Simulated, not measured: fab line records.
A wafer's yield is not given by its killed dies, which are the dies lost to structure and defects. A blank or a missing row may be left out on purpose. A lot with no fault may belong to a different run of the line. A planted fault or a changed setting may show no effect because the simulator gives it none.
Which tool is to blame? / flow ritCmos / Sampling: 12 lots, 36 wafers, 3 of 202 route steps

WHAT EACH GAUGE READ, for each wafer
RIT_NWELL_TW_MEAS_10.
lot=L291; measured=day 1 21:19; on=filmMetro-01; NWELL_TW=2131 2133 2128
lot=L292; measured=day 2 05:05; on=filmMetro-01; NWELL_TW=2123 2114 2104
lot=L293; measured=day 2 10:33; on=filmMetro-03; NWELL_TW=2143 2147 2152
lot=L294; measured=day 2 19:02; on=filmMetro-04; NWELL_TW=2143 2155 2148
lot=L295; measured=day 3 00:37; on=filmMetro-04; NWELL_TW=2146 2149 2161
lot=L296; measured=day 3 05:38; on=filmMetro-01; NWELL_TW=2109 2109 2122
lot=L297; measured=day 3 09:12; on=filmMetro-04; NWELL_TW=2152 2147 2144
lot=L298; measured=day 3 14:44; on=filmMetro-03; NWELL_TW=2143 2138 2142
lot=L299; measured=day 3 16:48; on=filmMetro-04; NWELL_TW=2164 2154 2143
lot=L305; measured=day 4 22:29; on=filmMetro-04; NWELL_TW=2117 2125 2116
lot=L306; measured=day 5 03:32; on=filmMetro-01; NWELL_TW=2092 2093 2094 2088 2089 2089
lot=L312; measured=day 6 07:24; on=filmMetro-04; NWELL_TW=2159 2158 2154

RIT_WELLDRIVE_RS_MEAS_01: the measuring method here is four-point-probe.
lot=L291; measured=day 2 04:32; on=filmMetro-04; NWELL_RS (ohm/sq)=274.2 274.5 274.9
lot=L292; measured=day 2 13:45; on=filmMetro-04; NWELL_RS (ohm/sq)=276.2 276.1 275.8
lot=L293; measured=day 2 20:45; on=filmMetro-04; NWELL_RS (ohm/sq)=274.9 275.6 275.2
lot=L294; measured=day 3 03:12; on=filmMetro-01; NWELL_RS (ohm/sq)=275.9 276.1 275.8
lot=L295; measured=day 3 09:20; on=filmMetro-03; NWELL_RS (ohm/sq)=276.1 275.4 275.4
lot=L296; measured=day 3 13:25; on=filmMetro-01; NWELL_RS (ohm/sq)=277.3 278.6 277.2
lot=L297; measured=day 3 17:19; on=filmMetro-01; NWELL_RS (ohm/sq)=277.4 277.5 277.1
lot=L298; measured=day 3 23:02; on=filmMetro-03; NWELL_RS (ohm/sq)=275.6 275.7 276.1
lot=L299; measured=day 4 02:13; on=filmMetro-04; NWELL_RS (ohm/sq)=275.0 275.4 275.3
lot=L305; measured=day 5 06:11; on=filmMetro-01; NWELL_RS (ohm/sq)=285.6 284.0 284.4 285.5 284.0 284.3
lot=L306; measured=day 6 00:43; on=filmMetro-04; NWELL_RS (ohm/sq)=283.8 284.8 283.9 284.2 284.4 283.6
lot=L312; measured=day 6 14:14; on=filmMetro-04; NWELL_RS (ohm/sq)=274.9 274.7 274.9

EACH LOT AND THE TOOL THAT RAN IT (in order: tool; ch and the chambers of the sampled wafers; start)
lot=L291; RIT_NWELL_IMPLANT_08=implanter-04 ch 0, day 1 21:00
lot=L292; RIT_NWELL_IMPLANT_08=implanter-01 ch 0, day 2 04:47
lot=L293; RIT_NWELL_IMPLANT_08=implanter-01 ch 0, day 2 10:13
lot=L294; RIT_NWELL_IMPLANT_08=implanter-04 ch 0, day 2 18:37
lot=L295; RIT_NWELL_IMPLANT_08=implanter-01 ch 0, day 3 00:19
lot=L296; RIT_NWELL_IMPLANT_08=implanter-01 ch 0, day 3 05:20
lot=L297; RIT_NWELL_IMPLANT_08=implanter-02 ch 0, day 3 08:53
lot=L298; RIT_NWELL_IMPLANT_08=implanter-04 ch 0, day 3 14:25
lot=L299; RIT_NWELL_IMPLANT_08=implanter-02 ch 0, day 3 16:29
lot=L305; RIT_NWELL_IMPLANT_08=implanter-01 ch 0, day 4 22:09
lot=L306; RIT_NWELL_IMPLANT_08=implanter-01 ch 0, day 5 03:13
lot=L312; RIT_NWELL_IMPLANT_08=implanter-02 ch 0, day 6 07:05
- RIT_NWELL_IMPLANT_08

AS READ BY THE TOOLS THEMSELVES (means over the sampled wafers that have a number; for cases with no such wafer, the mark the record gives instead)
RIT_NWELL_IMPLANT_08.
lot=L291 tool=implanter-04 doseIonsCm2=5e+13
lot=L292 tool=implanter-01 doseIonsCm2=5e+13
lot=L293 tool=implanter-01 doseIonsCm2=5e+13
lot=L294 tool=implanter-04 doseIonsCm2=5e+13
lot=L295 tool=implanter-01 doseIonsCm2=5e+13
lot=L296 tool=implanter-01 doseIonsCm2=5e+13
lot=L297 tool=implanter-02 doseIonsCm2=5e+13
lot=L298 tool=implanter-04 doseIonsCm2=5e+13
lot=L299 tool=implanter-02 doseIonsCm2=5e+13
lot=L305 tool=implanter-01 doseIonsCm2=5e+13
lot=L306 tool=implanter-01 doseIonsCm2=5e+13
lot=L312 tool=implanter-02 doseIonsCm2=5e+13

THE ANSWER, worked out from the rows above alone
Rule: what is usual is taken from the lots themselves. The widest of any qualifying gaps counts: lots, ordered by their means at a reading, are off when they make up no more than a third of the lots, leave a main group of 4 or more, and stand apart from it by 3 or more times the standard deviation of that group's means. A main group is skipped when, at the precision printed for the reading in the tables above, its means are all equal. Also off: a lot with no number at a reading for which 4 or more lots have one. The other lots that the step has rows for count as sound. First the gauges in route order, then the tools' own readings, where a lot's mean is used as printed above. The first step at which some lot is off is used, and at that step the reading that is off furthest; a lot without a number counts as furthest.
Off: L305, L306, at RIT_WELLDRIVE_RS_MEAS_01 (NWELL_RS). Main group: mean 275.8 ohm/sq, sd 0.96.
If a tool, at a process step before that reading, ran all the lots that are off and no sound lot after the first of them, it fits. The gauges at RIT_WELLDRIVE_RS_MEAS_01 are tried like those tools. One fits: RIT_NWELL_IMPLANT_08 on implanter-01. A fault onset in the window from L296 (day 3 05:20, its last sound lot) to L305 (day 4 22:09, its first lot off) fits.

WHAT HAD BEEN PUT IN BY THE SIMULATOR
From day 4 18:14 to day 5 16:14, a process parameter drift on implanter-01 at RIT_NWELL_IMPLANT_08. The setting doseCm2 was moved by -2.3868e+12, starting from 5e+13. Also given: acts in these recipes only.
Struck lots among those shown: L305, L306. The same result came from the rule above.
